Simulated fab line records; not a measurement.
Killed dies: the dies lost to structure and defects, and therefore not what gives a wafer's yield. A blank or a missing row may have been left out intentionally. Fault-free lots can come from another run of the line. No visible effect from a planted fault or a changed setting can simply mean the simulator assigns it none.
fab line records || flow rit-cmos
record: {"lots": 5, "wafers": 15, "last-day": 7}
route steps=202 shown ACTIVE@2 M1@202
lots with no fault: from the same line, run without faults
start-h: hours from the record's first day to the start of the lot's first wafer shown || wait-h: time in hours since the lot's previous step || " same as the row above || L1.1+2: several wafers, shown together as one row || - no value, or no start was given || * or withheld: withheld || < > ~ a bound
route shown NAME@n: a module of which the file shows steps, and the number in the route of the first || usual: mean/standard deviation taken from wafers without a fault || same: alike in all rows || chamber/n: place in a boat || sites: each site's reading || _std_site: standard deviation across them || _edge_site: the outer-site mean with the inner-site mean subtracted || radius-mm: how far each site lies from the wafer's centre || mask NAME#n: copy n || behind: tool/chamber where the wafer was last shaped || hold: the reason the lot was held/the length of the hold in hours/how it ended || device: which transistor (n, p or np) failed to switch || end of line: tests run on the same wafers once the route is complete || a step with no rows: only its recipe || killed: at the first sort, the dies lost to defects and structure; wafer yield is something else || map: per-die view of a wafer (x killed, . not killed, _ where there is no die)
set.NAME: the setting as run; set.NAME@STEP: as run at that earlier step || model.NAME: the simulator's own value behind a step, which no gauge read
certain route steps with their lots: each step a table, each wafer a row
services: the hour from which a tool's chamber was out of use, counted from the record's first day as start-h (under 0 if before that day), plus the number of hours and why
== steps ==
step: RIT_ACTIVE_OXIDATION_01
recipe: {"temp-c": 1000, "ambient": "O2", "target-thk-a": 468, "ox-time-s": 3202}
step: RIT_ACTIVE_THK_MEAS_02
recipe: {"reads": "SiO2_of_ACTIVE_OXIDATION_01"}
usual: {"ACTIVE_OXIDE_THK": "45.5/0.98"}
{"lot.wafer": "L200.1", "tool": "film-metro-03", "chamber": "-", "start-h": 27.05, "wait-h": 0.0, "ACTIVE_OXIDE_THK[nm]": 43.9}
{"lot.wafer": "L200.2", "tool": "film-metro-03", "chamber": "-", "start-h": 27.05, "wait-h": 0.0, "ACTIVE_OXIDE_THK[nm]": 44.3}
{"lot.wafer": "L200.3", "tool": "film-metro-03", "chamber": "-", "start-h": 27.05, "wait-h": 0.0, "ACTIVE_OXIDE_THK[nm]": 45.3}
{"lot.wafer": "L201.1", "tool": "film-metro-01", "chamber": "-", "start-h": 32.05, "wait-h": 0.0, "ACTIVE_OXIDE_THK[nm]": 43.9}
{"lot.wafer": "L201.2", "tool": "film-metro-01", "chamber": "-", "start-h": 32.05, "wait-h": 0.0, "ACTIVE_OXIDE_THK[nm]": 43.6}
{"lot.wafer": "L201.3", "tool": "film-metro-01", "chamber": "-", "start-h": 32.05, "wait-h": 0.0, "ACTIVE_OXIDE_THK[nm]": 44.2}
{"lot.wafer": "L209.1", "tool": "film-metro-03", "chamber": "-", "start-h": 72.05, "wait-h": 0.0, "ACTIVE_OXIDE_THK[nm]": 44.4}
{"lot.wafer": "L209.4", "tool": "film-metro-03", "chamber": "-", "start-h": 72.05, "wait-h": 0.0, "ACTIVE_OXIDE_THK[nm]": 44.9}
{"lot.wafer": "L209.5", "tool": "film-metro-03", "chamber": "-", "start-h": 72.05, "wait-h": 0.0, "ACTIVE_OXIDE_THK[nm]": 44.4}
{"lot.wafer": "L211.1", "tool": "film-metro-02", "chamber": "-", "start-h": 82.05, "wait-h": 0.0, "ACTIVE_OXIDE_THK[nm]": 45.7}
{"lot.wafer": "L211.4", "tool": "film-metro-02", "chamber": "-", "start-h": 82.05, "wait-h": 0.0, "ACTIVE_OXIDE_THK[nm]": 45.6}
{"lot.wafer": "L211.5", "tool": "film-metro-02", "chamber": "-", "start-h": 82.05, "wait-h": 0.0, "ACTIVE_OXIDE_THK[nm]": 46.1}
{"lot.wafer": "L217.4", "tool": "film-metro-02", "chamber": "-", "start-h": 112.08, "wait-h": 0.0, "ACTIVE_OXIDE_THK[nm]": 46.4}
{"lot.wafer": "L217.5", "tool": "film-metro-02", "chamber": "-", "start-h": 112.08, "wait-h": 0.0, "ACTIVE_OXIDE_THK[nm]": 45.6}
{"lot.wafer": "L217.6", "tool": "film-metro-02", "chamber": "-", "start-h": 112.08, "wait-h": 0.0, "ACTIVE_OXIDE_THK[nm]": 45.6}
step: RIT_ACTIVE_CVD_03
recipe: {"material": "Si3N4", "target-thk-nm": 150, "temp-c": 810, "precursor": "SiH2Cl2/NH3", "time-s": 1500, "pressure-mtorr": 300, "sih2cl2-flow-sccm": 60, "nh3-flow-sccm": 150}
step: RIT_ACTIVE_THK_MEAS_04
recipe: {"reads": "Si3N4_of_ACTIVE_CVD_03"}
usual: {"ACTIVE_NITRIDE_THK": "150.2/1.4"}
{"lot.wafer": "L200.1", "tool": "film-metro-02", "chamber": "-", "start-h": 28.69, "wait-h": 0.0, "ACTIVE_NITRIDE_THK[nm]": 150.8}
{"lot.wafer": "L200.2", "tool": "film-metro-02", "chamber": "-", "start-h": 28.69, "wait-h": 0.0, "ACTIVE_NITRIDE_THK[nm]": 151.0}
{"lot.wafer": "L200.3", "tool": "film-metro-02", "chamber": "-", "start-h": 28.69, "wait-h": 0.0, "ACTIVE_NITRIDE_THK[nm]": 148.8}
{"lot.wafer": "L201.1", "tool": "film-metro-01", "chamber": "-", "start-h": 33.58, "wait-h": 0.0, "ACTIVE_NITRIDE_THK[nm]": 149.0}
{"lot.wafer": "L201.2", "tool": "film-metro-01", "chamber": "-", "start-h": 33.58, "wait-h": 0.0, "ACTIVE_NITRIDE_THK[nm]": 150.2}
{"lot.wafer": "L201.3", "tool": "film-metro-01", "chamber": "-", "start-h": 33.58, "wait-h": 0.0, "ACTIVE_NITRIDE_THK[nm]": 150.7}
{"lot.wafer": "L209.1", "tool": "film-metro-02", "chamber": "-", "start-h": 74.24, "wait-h": 0.0, "ACTIVE_NITRIDE_THK[nm]": 153.2}
{"lot.wafer": "L209.4", "tool": "film-metro-02", "chamber": "-", "start-h": 74.24, "wait-h": 0.0, "ACTIVE_NITRIDE_THK[nm]": 152.0}
{"lot.wafer": "L209.5", "tool": "film-metro-02", "chamber": "-", "start-h": 74.24, "wait-h": 0.0, "ACTIVE_NITRIDE_THK[nm]": 153.2}
{"lot.wafer": "L211.1", "tool": "film-metro-02", "chamber": "-", "start-h": 84.24, "wait-h": 0.0, "ACTIVE_NITRIDE_THK[nm]": 152.6}
{"lot.wafer": "L211.4", "tool": "film-metro-02", "chamber": "-", "start-h": 84.24, "wait-h": 0.0, "ACTIVE_NITRIDE_THK[nm]": 152.8}
{"lot.wafer": "L211.5", "tool": "film-metro-02", "chamber": "-", "start-h": 84.24, "wait-h": 0.0, "ACTIVE_NITRIDE_THK[nm]": 152.0}
{"lot.wafer": "L217.4", "tool": "film-metro-03", "chamber": "-", "start-h": 114.27, "wait-h": 0.0, "ACTIVE_NITRIDE_THK[nm]": 151.1}
{"lot.wafer": "L217.5", "tool": "film-metro-03", "chamber": "-", "start-h": 114.27, "wait-h": 0.0, "ACTIVE_NITRIDE_THK[nm]": 149.4}
{"lot.wafer": "L217.6", "tool": "film-metro-03", "chamber": "-", "start-h": 114.27, "wait-h": 0.0, "ACTIVE_NITRIDE_THK[nm]": 151.3}
step: RIT_ACTIVE_HMDS_05
recipe: {"prime-time-s": 60, "prime-temp-c": 140}
step: RIT_ACTIVE_COAT_06
recipe: {"resist": "NOVOLAK", "spin-rpm": 3188, "resist-thk-nm": 1000}
step: RIT_ACTIVE_SOFTBAKE_07
recipe: {"resist": "NOVOLAK", "temp-c": 90, "time-s": 60}
step: RIT_ACTIVE_EXPOSE_08
recipe: {"mask-id": "M1", "na": 0.6, "source-shape": "conventional", "sigma-outer": 0.6, "target-cd-nm": 1400, "dose-mj": 225}
step: RIT_ACTIVE_PEB_09
recipe: {"resist": "NOVOLAK", "temp-c": "withheld", "time-s": "withheld"}
step: RIT_ACTIVE_DEVELOP_10
recipe: {"resist": "NOVOLAK", "develop-time-s": 50, "dev-temp-c": 23}
step: RIT_ACTIVE_CD_MEAS_11
recipe: {"target-cd-nm": 1400}
usual: {"cd-nm": "1401.1/2.2"}
{"lot.wafer": "L200.1", "tool": "cd-sem-02", "chamber": "-", "start-h": 29.72, "wait-h": "-", "cd-nm": 1402.0}
{"lot.wafer": "L200.2", "tool": "cd-sem-02", "chamber": "-", "start-h": 29.72, "wait-h": "-", "cd-nm": 1401.0}
{"lot.wafer": "L200.3", "tool": "cd-sem-02", "chamber": "-", "start-h": 29.72, "wait-h": "-", "cd-nm": 1402.9}
{"lot.wafer": "L201.1", "tool": "cd-sem-01", "chamber": "-", "start-h": 34.49, "wait-h": "-", "cd-nm": 1402.3}
{"lot.wafer": "L201.2", "tool": "cd-sem-01", "chamber": "-", "start-h": 34.49, "wait-h": "-", "cd-nm": 1403.7}
{"lot.wafer": "L201.3", "tool": "cd-sem-01", "chamber": "-", "start-h": 34.49, "wait-h": "-", "cd-nm": 1403.8}
{"lot.wafer": "L209.1", "tool": "cd-sem-02", "chamber": "-", "start-h": 75.37, "wait-h": "-", "cd-nm": 1400.5}
{"lot.wafer": "L209.4", "tool": "cd-sem-02", "chamber": "-", "start-h": 75.37, "wait-h": "-", "cd-nm": 1402.2}
{"lot.wafer": "L209.5", "tool": "cd-sem-02", "chamber": "-", "start-h": 75.37, "wait-h": "-", "cd-nm": 1401.0}
{"lot.wafer": "L211.1", "tool": "cd-sem-01", "chamber": "-", "start-h": 85.27, "wait-h": "-", "cd-nm": 1400.3}
{"lot.wafer": "L211.4", "tool": "cd-sem-01", "chamber": "-", "start-h": 85.27, "wait-h": "-", "cd-nm": 1399.7}
{"lot.wafer": "L211.5", "tool": "cd-sem-01", "chamber": "-", "start-h": 85.27, "wait-h": "-", "cd-nm": 1400.4}
{"lot.wafer": "L217.4", "tool": "cd-sem-01", "chamber": "-", "start-h": 115.33, "wait-h": "-", "cd-nm": 1401.8}
{"lot.wafer": "L217.5", "tool": "cd-sem-01", "chamber": "-", "start-h": 115.33, "wait-h": "-", "cd-nm": 1403.5}
{"lot.wafer": "L217.6", "tool": "cd-sem-01", "chamber": "-", "start-h": 115.33, "wait-h": "-", "cd-nm": 1401.9}
step: RIT_ACTIVE_HARDBAKE_12
recipe: {"resist": "NOVOLAK", "temp-c": 140, "time-s": 60}
step: RIT_ACTIVE_ETCH_13
recipe: {"stop-on": "SiO2", "chemistry": "SF6", "target": "Si3N4", "time-s": 210, "over-etch-frac": 0.4, "SF6_flow_sccm": 200, "pressure-mtorr": 260, "rf-w": 125, "target-depth-a": 2100}
usual: {"chamber-pressure-mTorr": "259.99/0.25", "drypump-motor-current-A": "5.7/0.44", "oes-product-au": "0.819/0.013", "throttle-valve-pct": "7.53/0.084"}
{"lot.wafer": "L200.1", "tool": "rie-diel-04", "chamber": 1, "start-h": 29.99, "wait-h": 0.1, "chamber-pressure-mTorr": 260.67, "drypump-motor-current-A": 6.1, "oes-product-au": 0.831, "rf-hours-counter-h": 128, "throttle-valve-pct": 7.52}
{"lot.wafer": "L200.2", "tool": "rie-diel-04", "chamber": 3, "start-h": 29.99, "wait-h": 0.1, "chamber-pressure-mTorr": 260.20, "drypump-motor-current-A": 6.1, "oes-product-au": 0.829, "rf-hours-counter-h": 30, "throttle-valve-pct": 7.65}
{"lot.wafer": "L200.3", "tool": "rie-diel-04", "chamber": 0, "start-h": 29.99, "wait-h": 0.1, "chamber-pressure-mTorr": 259.85, "drypump-motor-current-A": 6.1, "oes-product-au": 0.801, "rf-hours-counter-h": 29, "throttle-valve-pct": 7.37}
{"lot.wafer": "L201.1", "tool": "rie-diel-04", "chamber": 3, "start-h": 34.76, "wait-h": 0.1, "chamber-pressure-mTorr": 311.97, "drypump-motor-current-A": 6.1, "oes-product-au": 0.826, "rf-hours-counter-h": 30, "throttle-valve-pct": 7.63}
{"lot.wafer": "L201.2", "tool": "rie-diel-04", "chamber": 0, "start-h": 34.76, "wait-h": 0.1, "chamber-pressure-mTorr": 260.17, "drypump-motor-current-A": 6.0, "oes-product-au": 0.806, "rf-hours-counter-h": 29, "throttle-valve-pct": 7.38}
{"lot.wafer": "L201.3", "tool": "rie-diel-04", "chamber": 1, "start-h": 34.76, "wait-h": 0.1, "chamber-pressure-mTorr": 260.50, "drypump-motor-current-A": 6.1, "oes-product-au": 0.830, "rf-hours-counter-h": 128, "throttle-valve-pct": 7.51}
{"lot.wafer": "L209.1", "tool": "rie-diel-01", "chamber": 2, "start-h": 75.64, "wait-h": 0.1, "chamber-pressure-mTorr": 259.96, "drypump-motor-current-A": 5.2, "oes-product-au": 0.851, "rf-hours-counter-h": 33, "throttle-valve-pct": 7.45}
{"lot.wafer": "L209.4", "tool": "rie-diel-01", "chamber": 3, "start-h": 75.64, "wait-h": 0.1, "chamber-pressure-mTorr": 260.22, "drypump-motor-current-A": 5.0, "oes-product-au": 0.810, "rf-hours-counter-h": 50, "throttle-valve-pct": 7.57}
{"lot.wafer": "L209.5", "tool": "rie-diel-01", "chamber": 2, "start-h": 75.64, "wait-h": 0.1, "chamber-pressure-mTorr": 260.03, "drypump-motor-current-A": 5.2, "oes-product-au": 0.839, "rf-hours-counter-h": "-", "throttle-valve-pct": 7.45}
{"lot.wafer": "L211.1", "tool": "rie-diel-02", "chamber": 3, "start-h": 85.54, "wait-h": 0.1, "chamber-pressure-mTorr": 259.65, "drypump-motor-current-A": 6.2, "oes-product-au": 0.817, "rf-hours-counter-h": 131, "throttle-valve-pct": 7.48}
{"lot.wafer": "L211.4", "tool": "rie-diel-02", "chamber": 0, "start-h": 85.54, "wait-h": 0.1, "chamber-pressure-mTorr": 259.85, "drypump-motor-current-A": 5.7, "oes-product-au": 0.826, "rf-hours-counter-h": 1, "throttle-valve-pct": 7.49}
{"lot.wafer": "L211.5", "tool": "rie-diel-02", "chamber": 1, "start-h": 85.54, "wait-h": 0.1, "chamber-pressure-mTorr": 259.90, "drypump-motor-current-A": 5.8, "oes-product-au": 0.817, "rf-hours-counter-h": "-", "throttle-valve-pct": 7.60}
{"lot.wafer": "L217.4", "tool": "rie-diel-02", "chamber": 3, "start-h": 115.54, "wait-h": 0.1, "chamber-pressure-mTorr": 259.84, "drypump-motor-current-A": 6.2, "oes-product-au": 0.813, "rf-hours-counter-h": 131, "throttle-valve-pct": 7.46}
{"lot.wafer": "L217.5", "tool": "rie-diel-02", "chamber": 3, "start-h": 115.54, "wait-h": 0.1, "chamber-pressure-mTorr": 259.97, "drypump-motor-current-A": 6.2, "oes-product-au": 0.812, "rf-hours-counter-h": "-", "throttle-valve-pct": 7.46}
{"lot.wafer": "L217.6", "tool": "rie-diel-02", "chamber": 2, "start-h": 115.54, "wait-h": 0.1, "chamber-pressure-mTorr": 259.87, "drypump-motor-current-A": 5.5, "oes-product-au": 0.839, "rf-hours-counter-h": "-", "throttle-valve-pct": 7.54}
step: RIT_ACTIVE_STRIP_14
recipe: {"chemistry": "O2", "time-s": 180, "resist": "NOVOLAK", "platen-temp-c": "withheld", "power-w": 500, "pressure-mtorr": 4000, "o2-flow-sccm": 4000}
usual: {"drypump-motor-current-A": "5.7/0.51", "o2-flow-sccm": "4000/11"}
{"lot.wafer": "L200.1", "tool": "plasma-asher-01", "chamber": 1, "start-h": 30.12, "wait-h": 0.1, "drypump-motor-current-A": 5.5, "o2-flow-sccm": 3987, "rf-hours-counter-h": 42}
{"lot.wafer": "L200.2", "tool": "plasma-asher-01", "chamber": 0, "start-h": 30.12, "wait-h": 0.1, "drypump-motor-current-A": 5.0, "o2-flow-sccm": 4003, "rf-hours-counter-h": 42}
{"lot.wafer": "L200.3", "tool": "plasma-asher-01", "chamber": 1, "start-h": 30.12, "wait-h": 0.1, "drypump-motor-current-A": 5.5, "o2-flow-sccm": 4006, "rf-hours-counter-h": "-"}
{"lot.wafer": "L201.1", "tool": "plasma-asher-01", "chamber": 0, "start-h": 34.90, "wait-h": 0.1, "drypump-motor-current-A": 5.0, "o2-flow-sccm": 3972, "rf-hours-counter-h": 43}
{"lot.wafer": "L201.2", "tool": "plasma-asher-01", "chamber": 1, "start-h": 34.90, "wait-h": 0.1, "drypump-motor-current-A": 5.5, "o2-flow-sccm": 4013, "rf-hours-counter-h": 43}
{"lot.wafer": "L201.3", "tool": "plasma-asher-01", "chamber": 1, "start-h": 34.90, "wait-h": 0.1, "drypump-motor-current-A": 5.5, "o2-flow-sccm": 4006, "rf-hours-counter-h": "-"}
{"lot.wafer": "L209.1", "tool": "plasma-asher-03", "chamber": 1, "start-h": 75.78, "wait-h": 0.1, "drypump-motor-current-A": 5.7, "o2-flow-sccm": 3996, "rf-hours-counter-h": 42}
{"lot.wafer": "L209.4", "tool": "plasma-asher-03", "chamber": 0, "start-h": 75.78, "wait-h": 0.1, "drypump-motor-current-A": 6.4, "o2-flow-sccm": 3975, "rf-hours-counter-h": "-"}
{"lot.wafer": "L209.5", "tool": "plasma-asher-03", "chamber": 1, "start-h": 75.78, "wait-h": 0.1, "drypump-motor-current-A": 5.7, "o2-flow-sccm": 4000, "rf-hours-counter-h": "-"}
{"lot.wafer": "L211.1", "tool": "plasma-asher-03", "chamber": 0, "start-h": 85.68, "wait-h": 0.1, "drypump-motor-current-A": 6.5, "o2-flow-sccm": 4001, "rf-hours-counter-h": 43}
{"lot.wafer": "L211.4", "tool": "plasma-asher-03", "chamber": 0, "start-h": 85.68, "wait-h": 0.1, "drypump-motor-current-A": 6.5, "o2-flow-sccm": 4013, "rf-hours-counter-h": "-"}
{"lot.wafer": "L211.5", "tool": "plasma-asher-03", "chamber": 0, "start-h": 85.68, "wait-h": 0.1, "drypump-motor-current-A": 6.4, "o2-flow-sccm": 3991, "rf-hours-counter-h": "-"}
{"lot.wafer": "L217.4", "tool": "plasma-asher-03", "chamber": 0, "start-h": 115.73, "wait-h": 0.1, "drypump-motor-current-A": 6.5, "o2-flow-sccm": 3983, "rf-hours-counter-h": "-"}
{"lot.wafer": "L217.5", "tool": "plasma-asher-03", "chamber": 0, "start-h": 115.73, "wait-h": 0.1, "drypump-motor-current-A": 6.5, "o2-flow-sccm": 3984, "rf-hours-counter-h": "-"}
{"lot.wafer": "L217.6", "tool": "plasma-asher-03", "chamber": 1, "start-h": 115.73, "wait-h": 0.1, "drypump-motor-current-A": 5.7, "o2-flow-sccm": 3991, "rf-hours-counter-h": "-"}
step: RIT_M1_PROBE_99
usual: {"killed-at-front-end": "7.3/2.9", "killed-dies": "7.3/3", "killed-open": "3.6/1.8", "killed-short": "3.7/2.1"}
same: {"gross-dies": 264, "killed_at_M0_to_M3": 0, "killed_at_M4_up": 0, "killed-at-back-side": 0, "killed-at-contacts": 0, "killed-at-other": 0}
{"lot.wafer": "L200.1", "tool": "prober-01", "chamber": "-", "start-h": 73.71, "wait-h": 0.1, "killed-at-front-end": 4, "killed-dies": 4, "killed-open": 2, "killed-short": 2}
{"lot.wafer": "L200.2", "tool": "prober-01", "chamber": "-", "start-h": 73.76, "wait-h": 0.1, "killed-at-front-end": 0, "killed-dies": 0, "killed-open": 0, "killed-short": 0}
{"lot.wafer": "L200.3", "tool": "prober-01", "chamber": "-", "start-h": 73.81, "wait-h": 0.2, "killed-at-front-end": 4, "killed-dies": 4, "killed-open": 2, "killed-short": 2}
{"lot.wafer": "L201.1", "tool": "prober-02", "chamber": "-", "start-h": 77.14, "wait-h": 0.1, "killed-at-front-end": 11, "killed-dies": 11, "killed-open": 4, "killed-short": 6}
{"lot.wafer": "L201.2", "tool": "prober-02", "chamber": "-", "start-h": 77.19, "wait-h": 0.1, "killed-at-front-end": 12, "killed-dies": 12, "killed-open": 4, "killed-short": 8}
{"lot.wafer": "L201.3", "tool": "prober-02", "chamber": "-", "start-h": 77.24, "wait-h": 0.2, "killed-at-front-end": 5, "killed-dies": 5, "killed-open": 2, "killed-short": 3}
{"lot.wafer": "L209.1", "tool": "prober-02", "chamber": "-", "start-h": 118.91, "wait-h": 0.1, "killed-at-front-end": 12, "killed-dies": 12, "killed-open": 7, "killed-short": 5}
{"lot.wafer": "L209.4", "tool": "prober-02", "chamber": "-", "start-h": 119.06, "wait-h": 0.2, "killed-at-front-end": 7, "killed-dies": 7, "killed-open": 6, "killed-short": 1}
{"lot.wafer": "L209.5", "tool": "prober-02", "chamber": "-", "start-h": 119.11, "wait-h": 0.2, "killed-at-front-end": 3, "killed-dies": 3, "killed-open": 1, "killed-short": 2}
{"lot.wafer": "L211.1", "tool": "prober-02", "chamber": "-", "start-h": 128.12, "wait-h": 0.1, "killed-at-front-end": 2, "killed-dies": 2, "killed-open": 2, "killed-short": 0}
{"lot.wafer": "L211.4", "tool": "prober-02", "chamber": "-", "start-h": 128.27, "wait-h": 0.2, "killed-at-front-end": 14, "killed-dies": 14, "killed-open": 7, "killed-short": 7}
{"lot.wafer": "L211.5", "tool": "prober-02", "chamber": "-", "start-h": 128.32, "wait-h": 0.2, "killed-at-front-end": 11, "killed-dies": 11, "killed-open": 5, "killed-short": 6}
{"lot.wafer": "L217.4", "tool": "prober-02", "chamber": "-", "start-h": 158.33, "wait-h": 0.2, "killed-at-front-end": 11, "killed-dies": 11, "killed-open": 6, "killed-short": 4}
{"lot.wafer": "L217.5", "tool": "prober-02", "chamber": "-", "start-h": 158.38, "wait-h": 0.2, "killed-at-front-end": 9, "killed-dies": 9, "killed-open": 4, "killed-short": 5}
{"lot.wafer": "L217.6", "tool": "prober-02", "chamber": "-", "start-h": 158.43, "wait-h": 0.2, "killed-at-front-end": 10, "killed-dies": 10, "killed-open": 5, "killed-short": 5}
killed by level:class
L200.1 FOX1:geometric-particle:open=1 FOX1:geometric-particle:short=1 GATE:geometric-particle:short=1 REOX:geometric-particle:open=1
L200.2
L200.3 FOX1:geometric-particle:short=1 FOX2:geometric-particle:open=1 GATE:geometric-particle:open=1 REOX:geometric-particle:short=1
L201.1 GATE:geometric-particle:short=3 SPACER:geometric-particle:open=2 FOX2:geometric-particle:short=1 GATE:geometric-particle:open=1 REOX:geometric-particle:open=1 REOX:geometric-particle:short=1 SPACER:geometric-particle:short=1 PWELL:coat-microbubble-printed=1
L201.2 GATE:geometric-particle:short=3 GATE:geometric-particle:open=3 FOX2:geometric-particle:short=2 SPACER:geometric-particle:short=2 FOX2:geometric-particle:open=1 REOX:geometric-particle:short=1
L201.3 GATE:geometric-particle:short=2 FOX1:geometric-particle:open=1 SPACER:geometric-particle:short=1 SILICIDE:geometric-particle:open=1
L209.1 GATE:geometric-particle:open=3 SILICIDE:geometric-particle:short=2 FOX1:geometric-particle:open=1 FOX1:geometric-particle:short=1 FOX2:geometric-particle:open=1 GATE:geometric-particle:short=1 REOX:geometric-particle:open=1 SPACER:geometric-particle:short=1
L209.4 GATE:geometric-particle:open=3 FOX2:geometric-particle:open=2 GATE:geometric-particle:short=1 REOX:geometric-particle:open=1
L209.5 FOX2:geometric-particle:short=1 GATE:geometric-particle:open=1 SPACER:geometric-particle:short=1
L211.1 GATE:geometric-particle:open=2
L211.4 GATE:geometric-particle:short=4 FOX1:geometric-particle:open=3 FOX2:geometric-particle:open=2 GATE:geometric-particle:open=2 SILICIDE:geometric-particle:short=2 FOX2:geometric-particle:short=1
L211.5 FOX2:geometric-particle:short=4 FOX1:geometric-particle:open=2 GATE:geometric-particle:open=1 GATE:geometric-particle:short=1 SPACER:geometric-particle:open=1 SPACER:geometric-particle:short=1 SILICIDE:geometric-particle:open=1
L217.4 REOX:geometric-particle:open=4 FOX1:geometric-particle:open=2 GATE:geometric-particle:short=2 REOX:geometric-particle:short=1 SPACER:geometric-particle:short=1 PLDD:coat-microbubble-printed=1
L217.5 SILICIDE:geometric-particle:short=2 FOX1:geometric-particle:short=1 FOX1:geometric-particle:open=1 GATE:geometric-particle:short=1 GATE:geometric-particle:open=1 REOX:geometric-particle:open=1 SPACER:geometric-particle:short=1 SILICIDE:geometric-particle:open=1
L217.6 SILICIDE:geometric-particle:open=3 REOX:geometric-particle:short=2 ACTIVE:geometric-particle:short=1 GATE:geometric-particle:short=1 REOX:geometric-particle:open=1 SPACER:geometric-particle:open=1 SILICIDE:geometric-particle:short=1
== services ==
{"tool": "rie-diel-02", "chamber": 0, "start-h": 7.52, "hours": "-", "kind": "clean"}
{"tool": "rie-diel-02", "chamber": 0, "start-h": 7.52, "hours": 16.1, "kind": "scheduled-down"}
{"tool": "rie-diel-02", "chamber": 0, "start-h": 7.52, "hours": 16.1, "kind": "vent-cycle"}
{"tool": "rie-diel-01", "chamber": 3, "start-h": 32.95, "hours": 7.7, "kind": "repair"}
{"tool": "rie-diel-01", "chamber": "-", "start-h": 76.42, "hours": 1.5, "kind": "repair"}
{"tool": "rie-diel-02", "chamber": 0, "start-h": 104.64, "hours": 8.5, "kind": "repair"}
{"tool": "plasma-asher-01", "chamber": "-", "start-h": 108.75, "hours": 9.0, "kind": "pm"}
{"tool": "plasma-asher-01", "chamber": 0, "start-h": 108.75, "hours": 9.0, "kind": "vent-cycle"}
{"tool": "plasma-asher-01", "chamber": 1, "start-h": 108.75, "hours": 9.0, "kind": "vent-cycle"}
== key ==
first-sign: {"step": "RIT_ACTIVE_ETCH_13", "reading": "chamber-pressure-mTorr", "direction": "up", "sigmas": "99+", "usual": 259.99, "struck": 311.97}
effect none on later readings
met-at RIT_ACTIVE_ETCH_13
struck-wafers L201.1
tester-left-out L201
onset-between 29.99 34.76
fault: {"kind": "process-parameter-drift", "tool": "rie-diel-04", "chamber": 3, "onset-h": 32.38, "steps": "RIT_ACTIVE_ETCH_13", "channel": "pressure-mtorr", "offset": 52, "shape": "step", "end-h": 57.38, "acts-in": "these-recipes-only", "stated": 260}
tester-left-out: of these lots the tester's yield and bins aren't shown, on N5 and GAA mostly nor the transistor test; their killed dies are dies lost to structure and defects alone, not to doping, threshold or leakage, so they don't give the yield
